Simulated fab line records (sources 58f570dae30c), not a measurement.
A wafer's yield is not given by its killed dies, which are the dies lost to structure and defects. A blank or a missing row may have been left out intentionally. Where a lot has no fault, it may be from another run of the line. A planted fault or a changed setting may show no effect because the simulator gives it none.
Lot-split experiment ; flow berkeley cmos170 ; 23 wafers read from 5 lots, route of 331 steps

== SPLIT DETAILS ==
At UCB170_M3_EXPOSE_12 (exposes mask METAL3, target cd 700 nm), the setting dose mj was moved away from the recipe's 26 on 11 of the 23 wafers read, by -5.0% to +7.2%. The other wafers ran this setting at the recipe's value.

== FROM THE SPLIT TO THE READING: what the file shows between them, 6 steps ==
- UCB170_M3_PEB_13
- UCB170_M3_DEVELOP_14: develop time 45 s
- UCB170_M3_CD_MEAS_15: target cd 700 nm
- UCB170_M3_ETCH_17: etches BARC in N2/H2
- UCB170_M3_METAL_ETCH_18: etches Al in Cl2/BCl3, stops on SiO2, target depth 1170 nm, time 195 s
- UCB170_M3_STRIP_19: strips in O2

== THE READING ==
cd nm at UCB170_M3_CD_MEAS_90, given in nm (cd target 700 nm). Fault-free wafers of this fab line usually give 700.2 nm, standard deviation 2 nm.

wafer;tool, chamber at the split;dose mj as run;against the recipe;cd nm, nm;against lot-mates on the recipe
L076.1;krf scanner-01, 0;24.71;-5.0%;710.1;+10.0
L076.2;krf scanner-01, 0;24.71;-5.0%;706.7;+6.6
L076.4;krf scanner-01, 0;24.71;-5.0%;707.6;+7.5
L076.5;krf scanner-01, 0;26;recipe;701.3;-
L076.6;krf scanner-01, 0;26;recipe;698.9;-
L078.1;krf scanner-01, 0;26;recipe;697.2;-
L078.3;krf scanner-01, 0;26;recipe;699.6;-
L078.5;krf scanner-01, 0;26;recipe;699.4;-
L080.1;krf scanner-01, 0;26;recipe;699.6;-
L080.2;krf scanner-01, 0;26;recipe;700.0;-
L080.3;krf scanner-01, 0;27.51;+5.8%;691.9;-7.9
L080.4;krf scanner-01, 0;27.51;+5.8%;690.7;-9.1
L080.5;krf scanner-01, 0;27.51;+5.8%;688.0;-11.8
L084.1;krf scanner-02, 0;27.86;+7.2%;688.3;-11.6
L084.2;krf scanner-02, 0;26;recipe;700.2;-
L084.4;krf scanner-02, 0;26;recipe;700.0;-
L084.5;krf scanner-02, 0;26;recipe;699.6;-
L084.6;krf scanner-02, 0;27.86;+7.2%;688.1;-11.8
L082.1;krf scanner-01, 0;25.49;-2.0%;701.8;+3.8
L082.2;krf scanner-01, 0;25.49;-2.0%;702.0;+4.0
L082.4;krf scanner-01, 0;25.49;-2.0%;703.6;+5.6
L082.5;krf scanner-01, 0;26;recipe;699.4;-
L082.6;krf scanner-01, 0;26;recipe;696.7;-

THE FIT
A straight line over all 23 wafers: cd nm changes by -1.63 nm for each +1% of dose mj; r = -0.98; the points scatter about the line by 1.3 nm.
The same after taking each lot's own level away (the mean of its wafers on the recipe; 23 wafers): -1.67 nm for each +1%; r = -0.98; scatter 1.2 nm.
On that fit, the largest move of dose mj shifts the reading by 12 nm.
From 698.05 to 700.10 nm: that is the span of the lots' own levels, equal to 1.0 times the standard deviation above.
Consequently the slope shifts little with the lot-to-lot level, the two slopes agreeing.
Check: -11.8 nm against its lot-mates is what the line predicts for one of the wafers moved furthest among these (+7.2%) when that wafer is left out of the fit. It came out at -11.6 nm against them.

== THE WHOLE CHAIN: every reading that the file lists as answering this split, in the file's order ==
step;what it does;reading;change (the file's fit);r (the file's)
UCB170_M3_CD_MEAS_15;target cd 700 nm;cd nm;-1.72 nm for each +1% of the setting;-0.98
UCB170_M3_ETCH_17;etches BARC in N2/H2;M3.cd nm (the simulator's own value, which no gauge read);-1.7 nm for each +1% of the setting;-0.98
UCB170_M3_CD_MEAS_90;target cd 700 nm;cd nm;-1.67 nm for each +1% of the setting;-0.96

== THE FILE'S OWN FIT ==
cd nm changes by -1.67 nm for each +1% of dose mj, r = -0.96.
